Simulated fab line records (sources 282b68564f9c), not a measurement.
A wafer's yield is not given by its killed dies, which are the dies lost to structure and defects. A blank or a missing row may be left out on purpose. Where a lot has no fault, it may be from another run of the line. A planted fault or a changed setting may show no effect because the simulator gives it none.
What tool caused it? -- flow ritCmos -- Sampling: 13 lots, 39 wafers, 2 of 202 route steps

## WHAT THE GAUGES SHOWED, per wafer
Not one reading of a measure or inspect step in the record can be checked against a usual standard deviation.

## WHAT TOOL EACH LOT RAN ON (gives the tool, then ch and the chambers of the sampled wafers, and finally the start)
lot,RIT_M1_SPUTTER_00,RIT_M1_PROBE_99
L636,"pvdSputter-01, day 3 10:35","prober-01, day 3 14:48"
L637,"pvdSputter-02, day 3 12:24","prober-02, day 3 17:29"
L638,"pvdSputter-01, day 3 20:43","prober-01, day 4 00:51"
L639,"pvdSputter-02, day 3 22:17","prober-02, day 4 02:42"
L640,"pvdSputter-01, day 4 05:04","prober-01, day 4 09:13"
L641,"pvdSputter-02, day 4 06:57","prober-02, day 4 11:19"
L642,"pvdSputter-03, day 4 11:32","prober-01, day 4 15:34"
L643,"pvdSputter-01, day 4 15:03","prober-02, day 4 19:04"
L645,"pvdSputter-01, day 5 01:58","prober-02, day 5 06:09"
L650,"pvdSputter-03, day 6 03:16","prober-02, day 6 07:52"
L651,"pvdSputter-01, day 6 08:55","prober-01, day 6 13:08"
L652,"pvdSputter-03, day 6 13:50","prober-02, day 6 18:04"
L656,"pvdSputter-03, day 7 09:31","prober-02, day 7 13:33"
- RIT_M1_SPUTTER_00: material Al, target thk 400 nm, time 500 s.
- RIT_M1_PROBE_99

## WHAT THE TOOLS THEMSELVES READ (means of the sampled wafers that have a number; where no wafer has one, the mark that the record gives instead)
RIT_M1_SPUTTER_00.
lot,tool,throttleValvePct (%)
L636,pvdSputter-01,29.3
L637,pvdSputter-02,30.3
L638,pvdSputter-01,29.5
L639,pvdSputter-02,30.3
L640,pvdSputter-01,28.9
L641,pvdSputter-02,29.6
L642,pvdSputter-03,30.1
L643,pvdSputter-01,29.4
L645,pvdSputter-01,29.5
L650,pvdSputter-03,29.2
L651,pvdSputter-01,29.4
L652,pvdSputter-03,30.2
L656,pvdSputter-03,30.0

RIT_M1_PROBE_99.
lot,tool,defectLimitedYield (%),killed_at_M0_to_M3,killedAtContacts,killedAtFrontEnd,killedDies,killedOnRim,killedOpen,killedShort,sort_bin_3_pad_short (%),sort_bin_5_function (%),sort_bin_6_memory (%),sortNPass,sortYieldPct (%)
L636,prober-01,97.1,0.0,0.0,7.7,7.7,2.3,3.3,4.3,0.3,1.8,0.9,256.3,97.1
L637,prober-02,96.7,0.0,0.0,8.7,8.7,2.3,3.7,5.0,0.0,2.0,1.3,255.3,96.7
L638,prober-01,96.3,0.0,0.0,9.7,9.7,1.7,4.3,5.3,0.1,2.1,1.4,254.3,96.3
L639,prober-02,97.5,0.0,0.3,6.3,6.7,1.0,3.7,3.0,0.1,1.8,0.6,257.3,97.5
L640,prober-01,97.5,0.0,0.0,6.7,6.7,1.0,3.7,3.0,0.0,1.4,1.1,257.3,97.5
L641,prober-02,97.9,0.0,0.3,5.3,5.7,1.0,4.7,1.0,0.0,1.0,1.2,258.3,97.9
L642,prober-01,98.2,0.0,0.0,4.7,4.7,0.3,2.3,2.3,0.1,0.9,0.8,259.3,98.2
L643,prober-02,97.2,0.0,0.3,7.0,7.3,3.0,3.7,3.7,0.0,1.5,1.3,256.7,97.2
L645,prober-02,98.1,0.0,0.0,5.0,5.0,1.3,1.7,3.3,0.0,1.1,0.8,259.0,98.1
L650,prober-02,95.6,0.0,0.0,11.7,11.7,3.0,5.7,6.0,0.3,3.2,1.0,252.3,95.6
L651,prober-01,95.5,6.0,0.0,6.0,12.0,5.7,2.3,3.7,0.8,2.9,0.9,252.0,95.5
L652,prober-02,97.0,0.0,0.0,8.0,8.0,2.3,4.0,4.0,0.3,2.0,0.7,256.0,97.0
L656,prober-02,97.3,0.0,0.0,7.0,7.0,1.7,1.7,5.3,0.5,1.6,0.5,257.0,97.3

## THE ANSWER, worked out from the rows above alone
Rule: the lots themselves supply what counts as usual. The widest of any qualifying gaps counts: lots, ordered by their means at a reading, are off when they make up no more than a third of the lots, leave a main group of 4 or more, and stand apart from it by 3 or more times the standard deviation of that group's means. The tables above print the reading to a certain number of digits; a main group whose means all agree to those digits is not used. Also off: a lot with no number at a reading for which 4 or more lots have one. All remaining lots with rows at the step are treated as sound. First the gauges in route order, then the tools' own readings, where a lot's mean is used as printed above. The first step at which some lot is off is used, and at that step the reading that is off furthest; a lot without a number counts as furthest.
Off, at RIT_M1_PROBE_99 on killedOnRim: L651. Mean 1.7 and standard deviation 0.82 in the main group.
A tool fits if, at that step or a process step before it, it ran every lot that is off, and no sound lot after the first of them. Undecided on this evidence; 2 tools fit (pvdSputter-01 at RIT_M1_SPUTTER_00, prober-01 at RIT_M1_PROBE_99).

## WHAT HAD BEEN PUT IN BY THE SIMULATOR
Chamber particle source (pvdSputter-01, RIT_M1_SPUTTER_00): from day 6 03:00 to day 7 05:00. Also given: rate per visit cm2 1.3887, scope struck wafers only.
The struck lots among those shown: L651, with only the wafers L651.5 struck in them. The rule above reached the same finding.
